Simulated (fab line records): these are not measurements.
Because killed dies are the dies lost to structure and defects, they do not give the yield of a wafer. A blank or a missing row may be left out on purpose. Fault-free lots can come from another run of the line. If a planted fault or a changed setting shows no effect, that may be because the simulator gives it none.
Which tool was responsible? -- flow rit-cmos -- 18 wafers from 6 lots sampled at 2 of the route's 202 steps

WHAT THE GAUGES READ, wafer by wafer
RIT_GATE_THK_MEAS_09.
lot,measured,on,GATE_POLY_THK (nm)
L394,day 3 02:56,film-metro-02,250.4 251.5 251.2
L396,day 3 09:02,film-metro-01,249.1 246.6 246.8
L398,day 4 00:14,film-metro-02,253.6 251.2 254.0
L400,day 4 11:59,film-metro-01,249.9 250.4 251.4
L402,day 4 20:43,film-metro-01,254.1 252.2 253.3
L406,day 6 05:51,film-metro-03,168.8 170.0 169.0

WHAT TOOL EACH LOT RAN ON (gives the tool, then ch and the chambers of the sampled wafers, and finally the start)
lot,RIT_GATE_CVD_08
L394,"lpcvd-02 ch 0, day 3 01:19"
L396,"lpcvd-01 ch 0, day 3 07:23"
L398,"lpcvd-01 ch 0, day 3 22:36"
L400,"lpcvd-02 ch 1, day 4 10:22"
L402,"lpcvd-02 ch 1, day 4 19:04"
L406,"lpcvd-02 ch 0, day 6 03:26"
- RIT_GATE_CVD_08: deposits poly-Si from SiH4, target thk 250 nm, time 2220 s.

THE ANSWER, worked out from the rows above alone
Rule: the usual values come from the lots themselves. Put in order of their means at a reading, lots are off if they are a third of the lots or fewer, leave a main group of 4 or more, and stand apart from it by a gap of 3 or more times the standard deviation of the main group's means; of several such gaps the widest counts. A main group is skipped when, at the precision printed for the reading in the tables above, its means are all equal. Also off: a lot with no number at a reading for which 4 or more lots have one. All remaining lots with rows at the step are treated as sound.
Off: at RIT_GATE_THK_MEAS_09 (GATE_POLY_THK), L406. Main group: mean 251.0 nm, sd 2.
If a tool, at a process step before that reading, ran all the lots that are off and no sound lot after the first of them, it fits. Those tools and the gauges at RIT_GATE_THK_MEAS_09 are tried in the same way. Can't be told from this: 2 tools fit, lpcvd-02 at RIT_GATE_CVD_08, film-metro-03 at RIT_GATE_THK_MEAS_09.

WHAT WAS PUT IN BY THE SIMULATOR
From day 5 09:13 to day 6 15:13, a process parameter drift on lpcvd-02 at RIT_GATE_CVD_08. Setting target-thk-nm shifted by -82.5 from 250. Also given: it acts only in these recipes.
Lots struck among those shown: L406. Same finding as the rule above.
